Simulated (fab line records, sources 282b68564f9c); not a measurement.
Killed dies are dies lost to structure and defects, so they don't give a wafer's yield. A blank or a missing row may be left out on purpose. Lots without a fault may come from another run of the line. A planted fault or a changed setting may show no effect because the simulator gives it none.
Problem report in the 8D (eight disciplines) form, filled by code | flow rit_cmos | the parts of the form that need people (team, actions taken, sign-off) are left out

1. THE PROBLEM
killed_at_contacts at RIT_M1_PROBE_99 reads a mean of 254.2 on 6 wafers of 2 lots; wafers without a fault read 0.1 with a standard deviation of 0.25. That is +99 or more standard deviations from the usual mean.
First seen on wafer L541.1, day 5 23:20, on prober-01. The record holds 9 wafers of 3 lots with a number at this step. Rule for "out", or "out of limits": more than 4 standard deviations from the usual mean. The other wafers with a number count as sound.

2. WHAT IT IS AND WHAT IT IS NOT
question                    | is                                             | is not
which readings at this step | killed_at_contacts, killed_dies, killed_on_rim | killed_at_front_end, killed_open, killed_short
which lots                  | L541, L542                                     | L545
which wafers of those lots  | all that have a number                         | -
read on which tools         | prober-01                                      | prober-02
when                        | from day 5 23:20                               | up to then (0 sound wafers); but 3 sound wafers of L545 came after

3. SUSPECTS, AND WHAT RULES EACH OUT
Counting: a tool at a process step up to the reading stays a suspect if it ran every lot that is out and no sound lot after the first of them.
- rie_diel-02 at RIT_CONTACT_ETCH_11 (etches SiO2 in CHF3/CF4/Ar, stops on TiSi2, target depth 480 nm, time 320 s): kept. It ran every lot that is out, first L541 (day 5 18:22), and no sound lot after that.
- prober-01 at RIT_M1_PROBE_99: kept. It ran every lot that is out, first L541 (day 5 23:20), and no sound lot after that. Its own readings are out on those wafers: killed_at_contacts, killed_dies, killed_on_rim.
Left after counting: rie_diel-02 at RIT_CONTACT_ETCH_11, prober-01 at RIT_M1_PROBE_99.

4. THE CAUSE (what the simulator had put in)
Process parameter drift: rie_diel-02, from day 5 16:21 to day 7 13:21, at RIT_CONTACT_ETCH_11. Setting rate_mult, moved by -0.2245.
Counting left 2 suspects, and this tool is among them.

5. THE CHAIN OF EFFECTS, in route order
Each row: a reading whose mean over the struck wafers that have a number lies more than 3 standard deviations from the usual. Only readings for which the record gives a usual standard deviation are gone through. hours: the time from each lot's start at the first step in this table that gives one to its start at this step, as a median over the lots. sigmas: the change in usual standard deviations.
hours | step            | reading            | usual | on struck wafers | change | sigmas
0     | RIT_M1_PROBE_99 | killed_at_contacts | 0.1   | 254.2            | +254.1 | +99 or more
0     | RIT_M1_PROBE_99 | killed_dies        | 6.9   | 262.3            | +255.4 | +88
0     | RIT_M1_PROBE_99 | killed_on_rim      | 1.7   | 69.3             | +67.6  | +52
The process steps in it:
- RIT_M1_PROBE_99

6. WHAT WOULD HAVE CAUGHT IT SOONER
In this record the first reading out of limits was taken at day 5 23:20, 7 hours after the fault began at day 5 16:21.
Of the tool readings at RIT_CONTACT_ETCH_11 for which the record gives a usual standard deviation, none was out on any struck wafer, so an alarm limit of 4 standard deviations on them would not have fired.
Of the lots that are out (2), L542 began RIT_CONTACT_ETCH_11 on rie_diel-02 after day 5 23:20. A hold on the tool at that time would have spared it.
